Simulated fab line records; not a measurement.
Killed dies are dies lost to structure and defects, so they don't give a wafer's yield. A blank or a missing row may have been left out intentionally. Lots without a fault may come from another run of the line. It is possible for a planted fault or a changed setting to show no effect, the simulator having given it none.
fab line records -- flow ritCmos
[record] lots = 13, wafers = 39, lastDay = 7
route steps=202 shown CONTACT@168
lots that met no fault: taken from a fault-free run of the same line
startH: start of the lot's first displayed wafer, in hours after the record's first day -- waitH: time in hours since the lot's previous step -- " repeats the value in the row above -- L1.1+2: a row that stands for several wafers -- - value missing, or start not given -- * or withheld: withheld -- < > ~ a bound
route shown NAME@n: names a module that has steps shown in the file, with the first one's number in the route -- usual: the fault-free wafers' mean and standard deviation -- same: alike in all rows -- chamber/n: place in a boat -- sites: readings site by site -- _std_site: how widely they spread, as a standard deviation -- _edge_site: outer sites' mean less inner sites' -- radiusMm: how far each site lies from the wafer's centre -- mask NAME#n: copy n -- behind: the last tool/chamber to shape the wafer -- hold: the reason the lot was held/the length of the hold in hours/how it ended -- device: transistor that didn't switch, given as n, p or np -- end of line: the route-end tests of the same wafers -- a step without rows: its recipe alone -- killed: at the first sort, the dies lost to defects and structure; wafer yield is something else -- map: a wafer's dies, x killed, . not, _ none there
set.NAME: the setting the step ran with; set.NAME@STEP: the setting that earlier step ran with -- model.NAME: the simulator's own value behind a step, which no gauge read
the route's steps for a sample of lots (tables are steps, rows are wafers)
services: from which hour (startH, from the record's first day; less than 0 if before it) a tool's chamber was out of use, for how many hours, and why
[[steps]]
[step RIT_CONTACT_CVD_00]
[recipe] material = SiO2, targetThkNm = 400, precursor = TEOS, tempC = 390, timeS = 61, rfW = 400
[usual] heaterPowerW = 335/58, runLengthS = 88.8/0.62
lot.wafer,tool,chamber,startH,waitH,heaterPowerW,runLengthS
L966.3,pecvd-04,0,51.29,0.0,297,89.2
L966.4,pecvd-04,1,51.29,0.0,316,88.5
L966.5,pecvd-04,0,51.29,0.0,309,88.9
L967.1,pecvd-03,1,56.95,0.1,345,89.8
L967.3,pecvd-03,2,56.95,0.1,284,89.0
L967.4,pecvd-03,1,56.95,0.1,346,89.3
L969.2,pecvd-04,2,69.24,0.0,359,87.7
L969.3,pecvd-04,0,69.24,0.0,306,89.0
L969.5,pecvd-04,1,69.24,0.0,276,88.5
L970.1,pecvd-03,2,71.26,0.1,318,89.1
L970.2,pecvd-03,0,71.26,0.1,351,88.4
L970.6,pecvd-03,1,71.26,0.1,285,90.2
L977.2,pecvd-02,0,106.39,0.0,357,87.8
L977.5,pecvd-02,0,106.39,0.0,373,88.1
L977.6,pecvd-02,2,106.39,0.0,459,51.2
L978.2,pecvd-04,2,110.24,0.0,340,87.8
L978.3,pecvd-04,0,110.24,0.0,316,89.9
L978.6,pecvd-04,0,110.24,0.0,323,89.1
L979.2,pecvd-03,1,115.26,0.0,313,89.8
L979.3,pecvd-03,0,115.26,0.0,363,88.2
L979.5,pecvd-03,0,115.26,0.0,277,88.9
L981.1,pecvd-04,2,127.53,0.1,346,87.6
L981.2,pecvd-04,0,127.53,0.1,316,88.8
L981.3,pecvd-04,1,127.53,0.1,315,89.2
L982.2,pecvd-03,0,134.80,0.0,279,88.1
L982.3,pecvd-03,2,134.80,0.0,310,88.8
L982.4,pecvd-03,1,134.80,0.0,284,90.0
L984.1,pecvd-04,2,140.02,0.1,324,88.5
L984.3,pecvd-04,1,140.02,0.1,276,88.5
L984.6,pecvd-04,1,140.02,0.1,284,88.7
L985.1,pecvd-03,2,146.65,0.1,332,88.7
L985.2,pecvd-03,0,146.65,0.1,286,88.1
L985.4,pecvd-03,0,146.65,0.1,302,88.1
L987.4,pecvd-04,1,155.54,0.0,264,88.6
L987.5,pecvd-04,0,155.54,0.0,271,89.4
L987.6,pecvd-04,2,155.54,0.0,371,88.4
L988.4,pecvd-03,1,160.90,0.0,297,89.5
L988.5,pecvd-03,2,160.90,0.0,298,88.8
L988.6,pecvd-03,0,160.90,0.0,360,88.4
[step RIT_CONTACT_THK_MEAS_01]
[recipe] reads = SiO2_of_CONTACT_CVD_00
[usual] CONTACT_TEOS_THK = 398/5.3
lot.wafer,tool,chamber,startH,waitH,CONTACT_TEOS_THK[nm]
L966.3,filmMetro-02,-,51.36,0.0,392
L966.4,filmMetro-02,-,51.36,0.0,408
L966.5,filmMetro-02,-,51.36,0.0,401
L967.1,filmMetro-02,-,57.00,0.0,392
L967.3,filmMetro-02,-,57.00,0.0,397
L967.4,filmMetro-02,-,57.00,0.0,402
L969.2,filmMetro-02,-,69.30,0.0,394
L969.3,filmMetro-02,-,69.30,0.0,393
L969.5,filmMetro-02,-,69.30,0.0,403
L970.1,filmMetro-01,-,71.32,0.0,396
L970.2,filmMetro-01,-,71.32,0.0,393
L970.6,filmMetro-01,-,71.32,0.0,400
L977.2,filmMetro-02,-,106.45,0.0,398
L977.5,filmMetro-02,-,106.45,0.0,396
L977.6,filmMetro-02,-,106.45,0.0,151
L978.2,filmMetro-02,-,110.31,0.0,403
L978.3,filmMetro-02,-,110.31,0.0,395
L978.6,filmMetro-02,-,110.31,0.0,403
L979.2,filmMetro-01,-,115.35,0.1,392
L979.3,filmMetro-01,-,115.35,0.1,400
L979.5,filmMetro-01,-,115.35,0.1,396
L981.1,filmMetro-04,-,127.58,0.0,397
L981.2,filmMetro-04,-,127.58,0.0,392
L981.3,filmMetro-04,-,127.58,0.0,390
L982.2,filmMetro-04,-,134.86,0.0,397
L982.3,filmMetro-04,-,134.86,0.0,402
L982.4,filmMetro-04,-,134.86,0.0,403
L984.1,filmMetro-01,-,140.07,0.0,398
L984.3,filmMetro-01,-,140.07,0.0,393
L984.6,filmMetro-01,-,140.07,0.0,402
L985.1,filmMetro-04,-,146.72,0.1,396
L985.2,filmMetro-04,-,146.72,0.1,396
L985.4,filmMetro-04,-,146.72,0.1,404
L987.4,filmMetro-02,-,155.59,0.0,399
L987.5,filmMetro-02,-,155.59,0.0,392
L987.6,filmMetro-02,-,155.59,0.0,400
L988.4,filmMetro-02,-,160.96,0.0,400
L988.5,filmMetro-02,-,160.96,0.0,400
L988.6,filmMetro-02,-,160.96,0.0,399
[[services]]
tool,chamber,startH,hours,kind
pecvd-03,2,111.87,8.9,repair
pecvd-04,0,135.08,4.7,repair
pecvd-03,1,140.45,6.6,repair
pecvd-04,0,146.03,3.8,repair
pecvd-03,-,148.12,5.5,pm
[[key]]
[firstSign] step = RIT_CONTACT_CVD_00, reading = runLengthS, direction = down, sigmas = 61, usual = *, struck = *
[effect] step = RIT_CONTACT_THK_MEAS_01, reading = CONTACT_TEOS_THK, direction = down, sigmas = 47, usual = 398, struck = 151
metAt RIT_CONTACT_CVD_00
struckLots L977
struckWafers L977.6
testerLeftOut L977
[fault] kind = processParameterDrift, tool = pecvd-02, chamber = 2, onsetH = 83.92, steps = RIT_CONTACT_CVD_00, channel = timeS, offset = *, shape = step, endH = 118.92, stated = *
// testerLeftOut: of these lots the tester's yield and bins aren't shown, on N5 and GAA mostly nor the transistor test; their killed dies are dies lost to structure and defects alone, not to doping, threshold or leakage, so they don't give the yield
